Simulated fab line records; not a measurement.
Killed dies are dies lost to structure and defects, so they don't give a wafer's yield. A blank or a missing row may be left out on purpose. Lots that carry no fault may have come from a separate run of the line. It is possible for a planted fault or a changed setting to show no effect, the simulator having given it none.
Which tool was responsible?	flow berkeleyCmos170	15 lots, 45 wafers sampled, at 5 steps of a route of 331

== WHAT THE GAUGES READ, wafer by wafer ==
UCB170_PVT_TW_MEAS_09. Usual: PVT_TW gives 507 (standard deviation 3.1).
lot	measured	on	PVT_TW	flag
L257	day 5 13:04	filmMetro-03	507 508 510	
L258	day 6 00:19	filmMetro-04	504 503 503	
L259	day 5 23:39	filmMetro-01	507 507 505	
L260	day 6 11:42	filmMetro-03	511 509 510	
L261	day 6 11:50	filmMetro-04	501 501 504	
L262	day 7 04:52	filmMetro-04	504 502 503	
L263	day 7 04:58	filmMetro-03	511 511 511	
L264	day 7 12:08	filmMetro-01	506 505 507	
L265	day 7 12:26	filmMetro-01	505 505 505	
L266	day 8 00:49	filmMetro-04	505 504 506	
L269	day 8 05:42	filmMetro-03	507 508 510	
L270	day 9 01:56	filmMetro-03	629 635 633	OFF
L271	day 9 02:01	filmMetro-01	634 632 631	OFF
L274	day 9 20:58	filmMetro-03	635 633 631	OFF
L276	day 10 01:46	filmMetro-03	510 510 513	

UCB170_V2_THK_MEAS_01. Usual: V2_TEOS_THK gives 2011 nm (standard deviation 29).
lot	measured	on	V2_TEOS_THK (nm)	flag
L257	day 7 12:25	filmMetro-03	2001 2034 2034	
L258	day 8 06:34	filmMetro-02	2064 2045 2049	
L259	day 8 10:19	filmMetro-02	2002 2005 2000	
L260	day 8 17:30	filmMetro-02	2030 2028 2020	
L261	day 8 16:42	filmMetro-03	2031 1990 2038	
L262	day 9 03:07	filmMetro-03	1997 2047 2047	
L263	day 9 03:18	filmMetro-02	2026 1961 2027	
L264	day 9 15:31	filmMetro-04	1992 2005 2046	
L265	day 9 15:40	filmMetro-03	1994 2020 2034	
L266	day 10 08:25	filmMetro-02	2008 2023 2026	
L269	day 10 08:50	filmMetro-02	1984 2048 2005	
L270	day 10 23:34	filmMetro-03	1957 1998 2041	
L271	day 10 22:58	filmMetro-02	1953 2022 1988	
L274	day 11 17:14	filmMetro-02	2013 1973 2009	
L276	day 11 21:35	filmMetro-02	1953 1993 2036	

UCB170_V2_OVL_MEAS_13. Usual: V2_OVL gives -3 nm (standard deviation 6.5).
lot	measured	on	V2_OVL (nm)	flag
L257	day 7 14:14	overlay-02	6 -8 0	
L258	day 8 08:17	overlay-02	0 -8 1	
L259	day 8 12:00	overlay-01	1 6 4	
L260	day 8 21:42	overlay-01	-10 4 -7	
L261	day 8 21:41	overlay-02	11 -1 -7	
L262	day 9 05:47	overlay-02	-2 -2 -8	
L263	day 9 06:04	overlay-02	-4 -9 -8	
L264	day 9 18:05	overlay-01	0 0 -8	
L265	day 9 18:08	overlay-02	-6 -9 -18	
L266	day 10 11:09	overlay-02	-1 -2 -1	
L269	day 10 11:32	overlay-02	-3 -8 -1	
L270	day 11 01:51	overlay-02	0 -5 -5	
L271	day 11 01:14	overlay-01	-6 -17 -19	
L274	day 11 20:01	overlay-01	3 -5 4	
L276	day 11 23:41	overlay-02	5 -6 3	

== TOOL THAT RAN EACH LOT (tool first, then ch and the chambers of the sampled wafers, then the start) ==
lot	UCB170_NWELL_STRIP_15	UCB170_PVT_IMPLANT_07
L257	plasmaAsher-02 ch 0,1, day 2 11:12	implanter-04 ch 0, day 5 12:49
L258	plasmaAsher-01 ch 0,1, day 2 19:06	implanter-01 ch 0, day 6 00:07
L259	plasmaAsher-02 ch 0,1, day 2 19:21	implanter-04 ch 0, day 5 23:25
L260	plasmaAsher-03 ch 0,1, day 3 05:53	implanter-04 ch 0, day 6 11:29
L261	plasmaAsher-02 ch 0,1, day 3 06:08	implanter-01 ch 0, day 6 11:35
L262	plasmaAsher-02 ch 1, day 3 12:38	implanter-01 ch 0, day 7 04:37
L263	plasmaAsher-03 ch 0, day 3 16:31	implanter-04 ch 0, day 7 04:43
L264	plasmaAsher-01 ch 0,1, day 3 21:51	implanter-02 ch 0, day 7 11:54
L265	plasmaAsher-03 ch 0,1, day 4 00:23	implanter-01 ch 0, day 7 12:11
L266	plasmaAsher-03 ch 0,1, day 4 06:53	implanter-02 ch 0, day 8 00:35
L269	plasmaAsher-03 ch 0,1, day 5 01:45	implanter-04 ch 0, day 8 05:27
L270	plasmaAsher-03 ch 0, day 5 07:04	implanter-04 ch 0, day 9 01:22
L271	plasmaAsher-02 ch 0,1, day 5 11:40	implanter-01 ch 0, day 9 01:29
L274	plasmaAsher-03 ch 0,1, day 6 01:02	implanter-02 ch 0, day 9 20:23
L276	plasmaAsher-02 ch 0,1, day 6 16:45	implanter-02 ch 0, day 10 01:32
- UCB170_NWELL_STRIP_15: strips in O2.
- UCB170_PVT_IMPLANT_07

== WHAT THE TOOLS THEMSELVES READ (means of the sampled wafers that have a number; where no wafer has one, the mark that the record gives instead) ==
UCB170_NWELL_STRIP_15. Usual: drypumpMotorCurrentA 5.9 A, standard deviation 0.32; oesProductAu 0.721 a.u., standard deviation 0.0043; stripTimeToEndpointS 17.99 s, standard deviation 0.094.
lot	tool	drypumpMotorCurrentA (A)	oesProductAu (a.u.)	stripTimeToEndpointS (s)	flag
L257	plasmaAsher-02	5.8	0.719	17.92	
L258	plasmaAsher-01	6.0	0.720	17.97	
L259	plasmaAsher-02	5.8	0.729	18.05	
L260	plasmaAsher-03	5.9	0.723	18.06	
L261	plasmaAsher-02	5.8	0.720	18.06	
L262	plasmaAsher-02	5.8	0.719	18.05	
L263	plasmaAsher-03	5.7	0.718	17.92	
L264	plasmaAsher-01	5.8	0.722	18.01	
L265	plasmaAsher-03	5.9	0.720	18.13	
L266	plasmaAsher-03	5.8	0.722	17.91	
L269	plasmaAsher-03	5.8	0.724	17.94	
L270	plasmaAsher-03	5.6	0.718	18.11	
L271	plasmaAsher-02	5.8	0.721	17.95	
L274	plasmaAsher-03	5.8	0.717	18.05	
L276	plasmaAsher-02	5.8	0.723	17.91	

== THE ANSWER, worked out from the rows above alone ==
Rule: a lot is off if the mean of its wafers that have a number lies more than 3 standard deviations from the usual mean. Also off: a lot with no number at a reading for which 4 or more lots have one. The other lots that the step has rows for count as sound. First the gauges in route order, then the tools' own readings, where a lot's mean is used as printed above. The first step at which some lot is off is used, and at that step the reading that is off furthest; a lot without a number counts as furthest.
Off: L270, L271, L274, seen at UCB170_PVT_TW_MEAS_09 (PVT_TW).
A tool fits if, at a process step before that reading, it ran every lot that is off, and no sound lot after the first of them. The gauges at UCB170_PVT_TW_MEAS_09 are tried like those tools. No candidate that was tried fits.

== WHAT HAD BEEN PUT IN BY THE SIMULATOR ==
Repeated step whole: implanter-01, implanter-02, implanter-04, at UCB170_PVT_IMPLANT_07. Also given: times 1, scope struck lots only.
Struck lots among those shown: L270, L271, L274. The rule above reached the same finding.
